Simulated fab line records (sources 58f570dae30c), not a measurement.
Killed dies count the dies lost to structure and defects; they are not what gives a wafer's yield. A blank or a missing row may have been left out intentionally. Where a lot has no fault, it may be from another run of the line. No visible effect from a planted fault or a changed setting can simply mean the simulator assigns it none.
The tool behind it: which one? :: flow berkeley_cmos170 :: 7 lots, 21 wafers sampled, at 2 steps of a route of 331

== WHAT EACH GAUGE READ, for each wafer ==
UCB170_V2_CD_MEAS_12: target cd 700 nm.
lot: L119
measured: day 8 23:29
on: cd_sem-01
cd_nm (nm): 699.8 699.0 700.7

lot: L123
measured: day 9 18:46
on: cd_sem-01
cd_nm (nm): 700.2 702.3 701.7

lot: L125
measured: day 10 01:22
on: cd_sem-01
cd_nm (nm): 702.6 702.2 703.5

lot: L127
measured: day 11 02:49
on: cd_sem-02
cd_nm (nm): 700.2 700.9 702.0

lot: L130
measured: day 11 13:41
on: cd_sem-01
cd_nm (nm): 699.4 699.4 697.3

lot: L136
measured: day 12 15:34
on: cd_sem-01
cd_nm (nm): 699.7 699.2 700.8

lot: L139
measured: day 13 00:30
on: cd_sem-01
cd_nm (nm): 700.0 699.9 701.1

== WHICH TOOL RAN EACH LOT (tool, then ch and the chambers of the sampled wafers, then the start) ==
lot: L119
UCB170_CONTACT_ETCH_17: rie_diel-02 ch 0,2, day 8 11:31

lot: L123
UCB170_CONTACT_ETCH_17: rie_diel-01 ch 0,1,3, day 9 02:38

lot: L125
UCB170_CONTACT_ETCH_17: rie_diel-01 ch 0,1,2, day 9 09:17

lot: L127
UCB170_CONTACT_ETCH_17: rie_diel-02 ch 0,2,3, day 10 13:58

lot: L130
UCB170_CONTACT_ETCH_17: rie_diel-02 ch 0,2,3, day 11 00:06

lot: L136
UCB170_CONTACT_ETCH_17: rie_diel-04 ch 0,1,2, day 11 22:37

lot: L139
UCB170_CONTACT_ETCH_17: rie_diel-01 ch 0,2,3, day 12 08:40
- UCB170_CONTACT_ETCH_17: etches BARC in N2/H2.

== THE ANSWER, worked out from the rows above alone ==
Rule: the lots themselves supply what counts as usual. Put in order of their means at a reading, lots are off if they are a third of the lots or fewer, leave a main group of 4 or more, and stand apart from it by a gap of 3 or more times the standard deviation of the main group's means; of several such gaps the widest counts. Not used: any main group whose means are identical at the precision the tables above print for the reading. Also off: a lot with no number at a reading for which 4 or more lots have one. All remaining lots with rows at the step are treated as sound.
None of the lots is off at any reading shown; this tells nothing.

== WHAT THE SIMULATOR HAD INSERTED ==
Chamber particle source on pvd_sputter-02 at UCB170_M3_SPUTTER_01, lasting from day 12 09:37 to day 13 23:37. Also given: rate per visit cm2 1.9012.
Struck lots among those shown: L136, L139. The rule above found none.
